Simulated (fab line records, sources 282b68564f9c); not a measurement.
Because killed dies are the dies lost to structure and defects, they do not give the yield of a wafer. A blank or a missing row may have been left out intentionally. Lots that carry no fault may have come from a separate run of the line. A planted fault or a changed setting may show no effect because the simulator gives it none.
Code-filled problem report in 8D (eight disciplines) form :: flow rit cmos :: the parts of the form that need people (team, actions taken, sign-off) are left out

== 1. THE PROBLEM ==
spin speed rpm at RIT_CONTACT_COAT_03 reads a mean of 3337.1 rpm on 6 wafers of 2 lots; wafers without a fault read 3250.0 rpm with a standard deviation of 2.4. Relative to the usual mean, that is a shift of +36 standard deviations.
The step: resist thk 1000 nm.
Seen first at day 5 00:01 on litho track-02, wafer L634.2. The record holds 42 wafers of 14 lots with a number at this step. Rule for "out" (also "out of limits"): further than 4 standard deviations from the usual mean. The rest of the wafers with a number are treated as sound.

== 2. WHAT IT IS AND WHAT IT IS NOT ==
question: which readings at this step
is: spin speed rpm
is not: -

question: which lots
is: L634, L636
is not: L625, L626, L627, L628, L629, L630, L631, L632, L643, L646, L647, L648

question: which wafers of those lots
is: all that have a number
is not: -

question: read on which tools
is: litho track-02
is not: litho track-01, litho track-03

question: when
is: from day 5 00:01
is not: up to then (24 sound wafers); but 12 sound wafers of L643, L646, L647, L648 came after

== 3. SUSPECTS, AND WHAT RULES EACH OUT ==
Counting: a tool stays on the suspect list if, at a process step up to the reading, it processed all lots that are out and no sound lot following the first of them.
- litho track-02 at RIT_CONTACT_COAT_03 (resist thk 1000 nm): ruled out as a lasting fault. Sound lots L648 ran on it after its first lot that is out, L634 (day 5 00:01).
Left after counting: nothing in the record.

== 4. THE CAUSE (what the simulator had put in) ==
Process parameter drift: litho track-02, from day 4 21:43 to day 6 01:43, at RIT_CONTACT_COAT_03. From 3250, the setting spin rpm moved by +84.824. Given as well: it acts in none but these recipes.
Counting ruled it out, wrongly.

== 5. SEQUENCE OF EFFECTS, ordered by route ==
Each row: a reading where the mean over the struck wafers with a number is more than 3 standard deviations away from the usual. Readings are gone through only where the record gives a usual standard deviation; hours: the median, over the lots, of the time from a lot's start at the first step in this table giving one to that lot's start at this step; sigmas: the change measured in usual standard deviations.
hours: 0
step: RIT_CONTACT_COAT_03
reading: spin speed rpm
usual: 3250.0 rpm
on struck wafers: 3337.1
change: +87.1
sigmas: +36
Process steps it contains:
- RIT_CONTACT_COAT_03: resist thk 1000 nm.

== 6. WHAT WOULD HAVE CAUGHT IT SOONER ==
The fault began at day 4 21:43; the first out-of-limits reading in this record came at day 5 00:01, 2 hours later.
